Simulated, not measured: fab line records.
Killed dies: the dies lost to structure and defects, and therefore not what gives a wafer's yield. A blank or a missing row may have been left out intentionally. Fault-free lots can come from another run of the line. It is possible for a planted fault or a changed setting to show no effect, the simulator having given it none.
Struck lot and sound lot, side by side || flow rit_cmos || 26 out of 202 route steps
Sound: these wafers, L686.1, L686.4, L686.5. Struck: wafers L699.2, L699.3, L699.6. Last of all comes the cause.
Order at every step that has rows: each side's tool, ch and its chambers, its first start. Under that, the readings that differ: sound wafers || struck wafers || difference of the means || sigmas: that difference in standard deviations of wafers without a fault.
alike: readings whose means differ by less than 2 such deviations, and words and numbers that are the same on both sides. not compared: withheld readings, readings that some wafer has no value for, bounds like >300 that may hide the same value, and numbers for which the record gives no deviation and whose values overlap.
The two part at a step that has a row with sigmas, a row that says differs or no value, or rows on one side only. When numbers do not overlap yet have no deviation, they are printed without sigmas and do not part them. A reading missing from all wafers of one side parts the sides only when that side holds two or more wafers.

first, 2 steps without rows for these wafers: RIT_REOX_CLEAN_02 (cleans in SC2, time 600 s); RIT_REOX_OXIDATION_03 (target thk 25.2 nm, ox time 5580 s).
RIT_REOX_THK_MEAS_04:
  struck on film_metro-01, day 6 05:56; sound on film_metro-02, day 3 19:34
  alike: REOX_OXIDE_THK
then, 6 steps without rows for these wafers: RIT_NLDD_HMDS_00 (prime time 60 s); RIT_NLDD_COAT_01 (resist thk 1000 nm); RIT_NLDD_SOFTBAKE_02 (time 60 s); RIT_NLDD_EXPOSE_03 (exposes mask M7, target cd 40700 nm); RIT_NLDD_PEB_04; RIT_NLDD_DEVELOP_05 (develop time 50 s).
RIT_NLDD_OVL_MEAS_06:
  struck on overlay-02, day 6 06:50; sound on overlay-02, day 3 20:32
  alike: NLDD_OVL
then, 2 steps without rows for these wafers: RIT_NLDD_HARDBAKE_07 (time 60 s); RIT_NLDD_IMPLANT_08.
RIT_NLDD_STRIP_09: strips in O2, time 180 s.
  sound on plasma_asher-01 ch 1, day 3 20:52; struck on plasma_asher-01 ch 0,1, day 6 07:10
{"reading": "run_length_s (s)", "sound": "208.4 208.6 209.0", "struck": "72.1 72.1 72.1", "difference": -136.6, "sigmas": "-99 or more"}
{"reading": "model.NOVOLAK_of_NLDD_COAT_01.thk_nm (nm)", "sound": "0 0 0", "struck": "152.5 153.4 151.9", "difference": "+152.6", "sigmas": ""}
  alike: drypump_motor_current_A
  not compared: rf_hours_counter_h
RIT_NLDD_TW_MEAS_10:
  struck on film_metro-01, day 6 07:21; sound on film_metro-03, day 3 21:03
  alike: NLDD_TW
then, 6 steps without rows for these wafers: RIT_PLDD_HMDS_00 (prime time 60 s); RIT_PLDD_COAT_01 (resist thk 1000 nm); RIT_PLDD_SOFTBAKE_02 (time 60 s); RIT_PLDD_EXPOSE_03 (exposes mask M8, target cd 40900 nm); RIT_PLDD_PEB_04; RIT_PLDD_DEVELOP_05 (develop time 50 s).
RIT_PLDD_OVL_MEAS_06:
  struck on overlay-02, day 6 08:23; sound on overlay-02, day 3 22:05
  alike: PLDD_OVL
then, 2 steps without rows for these wafers: RIT_PLDD_HARDBAKE_07 (time 60 s); RIT_PLDD_IMPLANT_08.
RIT_PLDD_STRIP_09: strips in O2, time 180 s.
  sound on plasma_asher-03 ch 1, day 3 22:25; struck on plasma_asher-01 ch 0,1, day 6 08:43
  alike: drypump_motor_current_A, run_length_s
  not compared: rf_hours_counter_h
RIT_PLDD_TW_MEAS_10:
  struck on film_metro-04, day 6 08:53; sound on film_metro-01, day 3 22:35
{"reading": "PLDD_TW", "sound": "2338 2321 2331", "struck": "30 30 30", "difference": -2300, "sigmas": "-99 or more"}
then, 1 step without rows for these wafers: RIT_SPACER_CLEAN_00 (cleans in SC1, time 600 s).

## WHERE THEY PART
Earliest at RIT_NLDD_STRIP_09; latest, in this record, at RIT_PLDD_TW_MEAS_10.

WHY: what the simulator had put in
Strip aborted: plasma_asher-01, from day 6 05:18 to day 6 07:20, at RIT_NLDD_STRIP_09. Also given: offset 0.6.
